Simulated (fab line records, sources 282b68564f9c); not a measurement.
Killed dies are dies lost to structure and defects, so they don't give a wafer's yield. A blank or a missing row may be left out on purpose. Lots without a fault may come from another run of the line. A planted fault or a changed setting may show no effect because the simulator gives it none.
Which tool did it? | flow rit_cmos | 13 lots, 39 wafers sampled, at 3 steps of a route of 202

WHAT THE GAUGES READ, wafer by wafer
RIT_NRETRO_TW_MEAS_10.
lot  | measured    | on            | NRETRO_TW
L402 | day 2 20:05 | film_metro-03 | 1073 1077 1068
L404 | day 3 04:01 | film_metro-04 | 1056 1053 1050
L408 | day 3 23:33 | film_metro-04 | 31 31 31
L412 | day 4 19:05 | film_metro-03 | 1066 1062 1066
L414 | day 5 06:37 | film_metro-03 | 1073 1068 1070
L415 | day 5 09:06 | film_metro-03 | 1074 1071 1069
L416 | day 5 15:47 | film_metro-04 | 1058 1055 1054
L417 | day 5 20:26 | film_metro-04 | 1060 1061 1057
L418 | day 6 02:29 | film_metro-01 | 1037 1037 1038
L419 | day 6 06:33 | film_metro-04 | 1060 1061 1057
L420 | day 6 11:32 | film_metro-03 | 1056 1060 1061
L421 | day 6 14:41 | film_metro-01 | 1037 1042 1040
L422 | day 6 21:06 | film_metro-03 | 1062 1062 1060

RIT_PRETRO_TW_MEAS_10.
lot  | measured    | on            | PRETRO_TW
L402 | day 2 21:38 | film_metro-02 | 472 472 472
L404 | day 3 05:57 | film_metro-01 | 470 470 469
L408 | day 4 01:14 | film_metro-02 | 60 59 63
L412 | day 4 20:46 | film_metro-02 | 473 471 467
L414 | day 5 08:18 | film_metro-02 | 471 470 469
L415 | day 5 10:47 | film_metro-04 | 478 477 478
L416 | day 5 17:20 | film_metro-01 | 470 470 472
L417 | day 5 21:59 | film_metro-01 | 470 472 472
L418 | day 6 04:08 | film_metro-02 | 473 473 470
L419 | day 6 08:14 | film_metro-02 | 471 474 473
L420 | day 6 13:05 | film_metro-01 | 471 473 472
L421 | day 6 16:22 | film_metro-04 | 479 480 477
L422 | day 6 22:46 | film_metro-02 | 474 475 476

WHICH TOOL RAN EACH LOT (tool, then ch and the chambers of the sampled wafers, then the start)
lot  | RIT_NWELL_STRIP_09
L402 | plasma_asher-03 ch 1, day 2 10:25
L404 | plasma_asher-01 ch 0,1, day 2 19:16
L408 | plasma_asher-04 ch 0,1, day 3 14:49
L412 | plasma_asher-01 ch 0,1, day 4 09:40
L414 | plasma_asher-01 ch 0, day 4 20:47
L415 | plasma_asher-01 ch 0,1, day 5 00:04
L416 | plasma_asher-01 ch 0,1, day 5 07:05
L417 | plasma_asher-01 ch 1, day 5 11:10
L418 | plasma_asher-01 ch 0,1, day 5 17:23
L419 | plasma_asher-03 ch 0,1, day 5 20:54
L420 | plasma_asher-04 ch 0,1, day 6 02:04
L421 | plasma_asher-01 ch 0,1, day 6 05:51
L422 | plasma_asher-01 ch 0,1, day 6 11:42
- RIT_NWELL_STRIP_09: strips in O2, time 180 s.

WHAT THE TOOLS THEMSELVES READ (means of the sampled wafers that have a number; where no wafer has one, the mark that the record gives instead)
RIT_NWELL_STRIP_09.
lot  | tool            | drypump_motor_current_A (A) | o2_flow_sccm (sccm) | run_length_s (s)
L402 | plasma_asher-03 | 5.8                         | 3997                | 207.4
L404 | plasma_asher-01 | 5.9                         | 4007                | 208.4
L408 | plasma_asher-04 | 6.0                         | 3989                | 72.1
L412 | plasma_asher-01 | 5.8                         | 4009                | 208.3
L414 | plasma_asher-01 | 5.0                         | 4001                | 208.5
L415 | plasma_asher-01 | 5.5                         | 3989                | 208.6
L416 | plasma_asher-01 | 5.8                         | 3986                | 208.4
L417 | plasma_asher-01 | 6.2                         | 4008                | 208.6
L418 | plasma_asher-01 | 5.4                         | 3989                | 208.5
L419 | plasma_asher-03 | 5.8                         | 3994                | 207.7
L420 | plasma_asher-04 | 6.0                         | 4018                | 207.8
L421 | plasma_asher-01 | 5.9                         | 3998                | 208.3
L422 | plasma_asher-01 | 5.9                         | 3995                | 208.5

THE ANSWER, worked out from the rows above alone
Rule: what is usual is taken from the lots themselves. Put in order of their means at a reading, lots are off if they are a third of the lots or fewer, leave a main group of 4 or more, and stand apart from it by a gap of 3 or more times the standard deviation of the main group's means; of several such gaps the widest counts. A main group whose means are all the same, to the digits that the tables above print for the reading, isn't used. A lot without any number at a reading at which 4 lots or more have one is off too. The other lots that the step has rows for count as sound. The gauges are gone through in route order, then the tools' own readings, and for those a lot's mean is taken as printed above. The first step at which some lot is off is used, and at that step the reading that is off furthest; a lot without a number counts as furthest.
Off: L408, at RIT_NRETRO_TW_MEAS_10 (NRETRO_TW). The main group: mean 1059, standard deviation 11.
A tool fits if, at a process step before that reading, it ran every lot that is off, and no sound lot after the first of them. The gauges at RIT_NRETRO_TW_MEAS_10 aren't tried: what is off there is off at RIT_PRETRO_TW_MEAS_10 too, on other tools, and a gauge's error can't cause that. None of those tried fits.

WHAT THE SIMULATOR HAD PUT IN
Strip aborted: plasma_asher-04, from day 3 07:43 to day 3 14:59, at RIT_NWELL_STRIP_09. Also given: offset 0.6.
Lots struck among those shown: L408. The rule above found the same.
